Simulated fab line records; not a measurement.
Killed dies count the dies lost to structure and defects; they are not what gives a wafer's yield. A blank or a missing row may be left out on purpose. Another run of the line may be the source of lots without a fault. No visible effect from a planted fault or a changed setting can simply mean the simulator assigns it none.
fab line records -- flow rit_cmos
record: lots: 5, wafers: 15, last_day: 7
route steps=202 shown NLDD@111 PLDD@114
lots untouched by any fault: they come from a run of this same line in which no faults occurred
start_h: hours from the record's first day to the start of the lot's first wafer shown -- wait_h: hours since the lot's step before -- " repeats the value in the row above -- L1.1+2: a row that stands for several wafers -- - either no value or no given start -- * or withheld: withheld -- < > ~ a bound
route shown NAME@n: NAME is a module with steps in the file, n the number in the route of the first one -- usual: mean/standard deviation taken from wafers without a fault -- same: alike in all rows -- chamber/n: place in a boat -- sites: per-site readings -- _std_site: how widely they spread, as a standard deviation -- _edge_site: outer sites' mean less inner sites' -- radius_mm: how far each site lies from the wafer's centre -- mask NAME#n: copy n -- behind: tool/chamber where the wafer was last shaped -- hold: cause of the lot's hold/its duration in hours/its outcome -- device: the n, p or np transistor that did not switch -- end of line: the same wafers' tests at the end of the route -- for a step that has no rows: nothing shown but its recipe -- killed: at the first sort, the dies lost to defects and structure; wafer yield is something else -- map: dies across one wafer; x = killed, . = not, _ = none there
set.NAME: the setting that was run; set.NAME@STEP: the one run at that earlier step -- model.NAME: the simulator's own value behind a step, which no gauge read
a table for each step, a row for each wafer; lots at some steps of the route
services: when a tool's chamber went out of use (start_h, in hours from the record's first day, below 0 if earlier), for how many hours, and the reason
== steps ==
step: RIT_NLDD_IMPLANT_08
recipe: species: P, energy_kev: 20, dose_cm2: 5e+14, tilt_deg: 7
step: RIT_NLDD_STRIP_09
recipe: chemistry: O2, time_s: 180, resist: NOVOLAK, platen_temp_c: withheld, power_w: 500, pressure_mtorr: 4000, o2_flow_sccm: 4000
usual: drypump_motor_current_A: 5.43/0.23, run_length_s: 208.35/0.26
same: time_s: 180
lot.wafer,tool,chamber,start_h,wait_h,drypump_motor_current_A,rf_hours_counter_h,run_length_s
L271.2,plasma_asher-03,0,57.33,0.1,5.96,41,208.31
L271.4,plasma_asher-03,1,57.33,0.1,5.37,-,207.84
L271.5,plasma_asher-03,1,57.33,0.1,5.38,-,208.35
L273.1,plasma_asher-03,0,67.09,0.1,5.96,42,208.32
L273.2,plasma_asher-03,1,67.09,0.1,5.39,42,207.75
L273.5,plasma_asher-03,1,67.09,0.1,5.40,-,208.14
L279.3,plasma_asher-01,0,96.25,0.1,5.37,-,208.17
L279.4,plasma_asher-01,1,96.25,0.1,5.27,-,208.40
L279.6,plasma_asher-01,1,96.25,0.1,5.26,-,208.65
L287.3,plasma_asher-03,1,141.58,0.1,5.40,-,208.10
L287.4,plasma_asher-03,0,141.58,0.1,5.95,-,208.59
L287.5,plasma_asher-03,0,141.58,0.1,5.96,-,208.37
L288.1,plasma_asher-04,1,147.69,0.1,5.29,36,208.58
L288.2,plasma_asher-04,0,147.69,0.1,5.36,36,208.66
L288.5,plasma_asher-04,1,147.69,0.1,5.26,-,208.41
step: RIT_NLDD_TW_MEAS_10
usual: NLDD_TW: 2461/14
lot.wafer,tool,chamber,start_h,wait_h,NLDD_TW
L271.2,film_metro-01,-,57.51,0.1,2463
L271.4,film_metro-01,-,57.51,0.1,2452
L271.5,film_metro-01,-,57.51,0.1,2450
L273.1,film_metro-01,-,67.27,0.1,2436
L273.2,film_metro-01,-,67.27,0.1,2449
L273.5,film_metro-01,-,67.27,0.1,2445
L279.3,film_metro-03,-,96.38,0.1,2458
L279.4,film_metro-03,-,96.38,0.1,2478
L279.6,film_metro-03,-,96.38,0.1,2467
L287.3,film_metro-01,-,141.72,0.1,2443
L287.4,film_metro-01,-,141.72,0.1,2434
L287.5,film_metro-01,-,141.72,0.1,2449
L288.1,film_metro-02,-,147.86,0.1,2459
L288.2,film_metro-02,-,147.86,0.1,2452
L288.5,film_metro-02,-,147.86,0.1,2456
step: RIT_PLDD_HMDS_00
recipe: prime_time_s: 60, prime_temp_c: 140
step: RIT_PLDD_COAT_01
recipe: resist: NOVOLAK, spin_rpm: 3250, resist_thk_nm: 1000
step: RIT_PLDD_SOFTBAKE_02
recipe: resist: NOVOLAK, temp_c: 90, time_s: 60
step: RIT_PLDD_EXPOSE_03
recipe: mask_id: M8, na: 0.57, target_cd_nm: 40900, dose_mj: 250
step: RIT_PLDD_PEB_04
recipe: resist: NOVOLAK, temp_c: withheld, time_s: withheld
step: RIT_PLDD_DEVELOP_05
recipe: resist: NOVOLAK, develop_time_s: 50, dev_temp_c: 23.98
step: RIT_PLDD_OVL_MEAS_06
usual: PLDD_OVL: 0.4/1.4
lot.wafer,tool,chamber,start_h,wait_h,PLDD_OVL[nm]
L271.2,overlay-02,-,58.69,-,2.3
L271.4,overlay-02,-,58.69,-,2.1
L271.5,overlay-02,-,58.69,-,1.9
L273.1,overlay-02,-,68.30,-,0.8
L273.2,overlay-02,-,68.30,-,1.6
L273.5,overlay-02,-,68.30,-,2.6
L279.3,overlay-02,-,97.32,-,-0.5
L279.4,overlay-02,-,97.32,-,-0.1
L279.6,overlay-02,-,97.32,-,-0.4
L287.3,overlay-01,-,142.75,-,1.6
L287.4,overlay-01,-,142.75,-,1.4
L287.5,overlay-01,-,142.75,-,1.6
L288.1,overlay-02,-,148.90,-,-0.2
L288.2,overlay-02,-,148.90,-,0.4
L288.5,overlay-02,-,148.90,-,0.7
step: RIT_PLDD_HARDBAKE_07
recipe: resist: NOVOLAK, temp_c: 140, time_s: 60
step: RIT_PLDD_IMPLANT_08
recipe: species: BF2, energy_kev: 20, dose_cm2: 9e+14, tilt_deg: 7
step: RIT_PLDD_STRIP_09
recipe: chemistry: O2, time_s: 180, resist: NOVOLAK, platen_temp_c: withheld, power_w: 500, pressure_mtorr: 4000, o2_flow_sccm: 4000
usual: drypump_motor_current_A: 5.43/0.29, run_length_s: 208.5/0.43
same: time_s: 180
lot.wafer,tool,chamber,start_h,wait_h,drypump_motor_current_A,rf_hours_counter_h,run_length_s,model.NOVOLAK_of_PLDD_COAT_01.thk_nm
L271.2,plasma_asher-03,0,59.02,0.1,5.95,41,208.3,0
L271.4,plasma_asher-03,1,59.02,0.1,5.40,-,207.9,0
L271.5,plasma_asher-03,1,59.02,0.1,5.39,-,207.9,0
L273.1,plasma_asher-02,1,68.64,0.1,5.72,45,208.4,0
L273.2,plasma_asher-02,0,68.64,0.1,5.01,45,209.4,0
L273.5,plasma_asher-02,1,68.64,0.1,5.68,-,208.3,0
L279.3,plasma_asher-02,0,97.70,0.1,5.01,-,72.2,223.5
L279.4,plasma_asher-02,1,97.70,0.1,5.63,-,72.5,222.4
L279.6,plasma_asher-02,1,97.70,0.1,5.60,-,72.3,221.7
L287.3,plasma_asher-04,0,143.13,0.1,5.39,-,208.2,0
L287.4,plasma_asher-04,1,143.13,0.1,5.29,-,208.8,0
L287.5,plasma_asher-04,1,143.13,0.1,5.30,-,208.4,0
L288.1,plasma_asher-02,1,149.23,0.1,5.63,53,208.7,0
L288.2,plasma_asher-02,0,149.23,0.1,4.99,53,209.3,0
L288.5,plasma_asher-02,0,149.23,0.1,4.97,-,209.0,0
step: RIT_PLDD_TW_MEAS_10
usual: PLDD_TW: 2321/18
lot.wafer,tool,chamber,start_h,wait_h,PLDD_TW
L271.2,film_metro-03,-,59.20,0.1,2336
L271.4,film_metro-03,-,59.20,0.1,2330
L271.5,film_metro-03,-,59.20,0.1,2330
L273.1,film_metro-01,-,68.81,0.1,2319
L273.2,film_metro-01,-,68.81,0.1,2300
L273.5,film_metro-01,-,68.81,0.1,2313
L279.3,film_metro-01,-,97.84,0.1,2326
L279.4,film_metro-01,-,97.84,0.1,2316
L279.6,film_metro-01,-,97.84,0.1,2319
L287.3,film_metro-02,-,143.27,0.1,2304
L287.4,film_metro-02,-,143.27,0.1,2310
L287.5,film_metro-02,-,143.27,0.1,2309
L288.1,film_metro-02,-,149.41,0.1,2303
L288.2,film_metro-02,-,149.41,0.1,2311
L288.5,film_metro-02,-,149.41,0.1,2317
== services ==
tool,chamber,start_h,hours,kind
plasma_asher-04,-,59.66,0.8,repair
plasma_asher-01,-,77.77,2.8,pm
plasma_asher-02,-,105.46,2.7,repair
plasma_asher-01,-,108.75,9.0,pm
plasma_asher-01,0,108.75,9.0,vent_cycle
plasma_asher-01,1,108.75,9.0,vent_cycle
plasma_asher-01,0,117.75,-,clean
plasma_asher-01,1,117.75,-,clean
plasma_asher-03,-,142.47,3.9,repair
plasma_asher-02,-,143.78,2.8,repair
== key ==
first_sign: step: RIT_PLDD_STRIP_09, reading: run_length_s, direction: down, sigmas: 99+, usual: *, struck: *
effect none on later readings
model_effect: step: RIT_PLDD_STRIP_09, value: NOVOLAK_of_PLDD_COAT_01.thk_nm, without: 0, struck: 222.6
met_at RIT_PLDD_STRIP_09
struck_wafers L279.3,L279.4,L279.6
later_rows_left_out L279.3,L279.4,L279.6
sort_left_out L279.3,L279.4,L279.6
tester_left_out L279
onset_between 68.64 97.70
fault: kind: strip_aborted, tool: plasma_asher-02, chamber: -, onset_h: 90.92, steps: RIT_PLDD_STRIP_09, offset: 0.6, end_h: 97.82
tester_left_out: of these lots the tester's yield and bins aren't shown, on N5 and GAA mostly nor the transistor test; their killed dies are dies lost to structure and defects alone, not to doping, threshold or leakage, so they don't give the yield
sort_left_out: the simulated sort isn't trusted on such a fault, so these wafers' sort isn't shown, and their yield isn't known
later_rows_left_out: the simulator's readings of these wafers behind a module that went badly wrong aren't trusted and aren't shown, but for the sort
